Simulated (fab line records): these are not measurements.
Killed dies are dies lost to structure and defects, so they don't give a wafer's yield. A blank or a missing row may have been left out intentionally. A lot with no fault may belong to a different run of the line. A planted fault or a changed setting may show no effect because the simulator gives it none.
Struck lot and sound lot, side by side || flow ritCmos || 18 out of 202 route steps
Sound: wafers L589.1, L589.2, L589.4. Wafers L592.1, L592.3, L592.5 were the ones struck. Last of all comes the cause.
Order at every step that has rows: each side's tool, ch and its chambers, its first start. Under that, the readings that differ: sound wafers || struck wafers || difference of the means || sigmas: that difference in standard deviations of wafers without a fault.
alike: a reading whose means differ by less than 2 such deviations, as well as words and numbers matching on both sides. not compared: withheld readings; readings where some wafer has no value; bounds like >300 that might hide an equal value; numbers whose values overlap and for which the record gives no deviation.
A row with sigmas, a row that says differs or no value, or rows on one side alone: a step with any of these is where the two part. When numbers do not overlap yet have no deviation, they are printed without sigmas and do not part them. A reading that every wafer of one side lacks parts them only if that side has two wafers or more.

first, 1 step without rows for these wafers: RIT_PWELL_DEVELOP_05 (develop time 68 s).
RIT_PWELL_OVL_MEAS_06:
  sound on overlay-02 at day 5 16:56; struck on overlay-01 at day 6 08:33
  alike: PWELL_OVL
then, 2 steps without rows for these wafers: RIT_PWELL_HARDBAKE_07 (time 120 s); RIT_PWELL_IMPLANT_08.
RIT_PWELL_STRIP_09: strips in O2, time 180 s.
  sound on plasmaAsher-04 ch 0,1, day 5 17:23; struck on plasmaAsher-03 ch 1, day 6 08:59
  alike: drypumpMotorCurrentA
  not compared: rfHoursCounterH
RIT_PWELL_TW_MEAS_10:
  sound on filmMetro-02 at day 5 17:33; struck on filmMetro-04 at day 6 09:10
  alike: PWELL_TW
then, 1 step without rows for these wafers: RIT_WELLDRIVE_ANNEAL_00 (time 14700 s).
RIT_WELLDRIVE_RS_MEAS_01: uses a four-point probe to measure.
  sound on filmMetro-02 at day 5 22:42; struck on filmMetro-04 at day 6 14:18
  alike: NWELL_RS
RIT_WELLDRIVE_RS_MEAS_02: uses a four-point probe to measure.
  sound on filmMetro-02 at day 5 22:49; struck on filmMetro-04 at day 6 14:25
  alike: PWELL_RS
then, 3 steps without rows for these wafers: RIT_NRETRO_HMDS_00 (prime time 60 s); RIT_NRETRO_COAT_01 (resist thk 1300 nm); RIT_NRETRO_SOFTBAKE_02 (time 60 s).
RIT_NRETRO_EXPOSE_03: exposes mask M4, target cd 43900 nm.
  sound on ilineStepper-02 ch 0, day 5 23:31; struck on ilineStepper-01 ch 0, day 6 14:59
{"reading": "model.NRETRO.overlayXNm (nm)", "sound": "0.9795 0.9795 0.9795", "struck": "-179.9 -179.9 -179.9", "difference": -180.9, "sigmas": ""}
  alike: mask, stageVelMmS
then, 2 steps without rows for these wafers: RIT_NRETRO_PEB_04; RIT_NRETRO_DEVELOP_05 (develop time 68 s).
RIT_NRETRO_OVL_MEAS_06:
  sound on overlay-01 at day 5 23:56; struck on overlay-02 at day 6 15:25
{"reading": "NRETRO_OVL (nm)", "sound": "2.0 1.6 2.0", "struck": "-179.2 -180.3 -180.7", "difference": -181.9, "sigmas": "-99 or more"}
then, 1 step without rows for these wafers: RIT_NRETRO_HARDBAKE_07 (time 120 s).
RIT_M1_PROBE_99:
  sound on prober-01 at day 7 08:38; struck on prober-02 at day 8 02:59
{"reading": "killedAtContacts", "sound": "1 0 1", "struck": "0 0 0", "difference": -1, "sigmas": -2}
{"reading": "model.etest.retroEdgePmos.offLog10AUm", "sound": "-10.39 -10.28 -10.53", "struck": "-9.331 -9.132 -8.936", "difference": "+1.267", "sigmas": ""}
{"reading": "model.etest.retroEdgeNmos.offLog10AUm", "sound": "-10.17 -9.941 -9.911", "struck": "-8.828 -8.816 -9.018", "difference": "+1.120", "sigmas": ""}
  alike: killedAtFrontEnd, killedDies, killedOpen, killedShort

== WHERE THEY PART ==
Earliest at RIT_NRETRO_OVL_MEAS_06; latest, in this record, at RIT_M1_PROBE_99.

WHY: what the simulator had put in
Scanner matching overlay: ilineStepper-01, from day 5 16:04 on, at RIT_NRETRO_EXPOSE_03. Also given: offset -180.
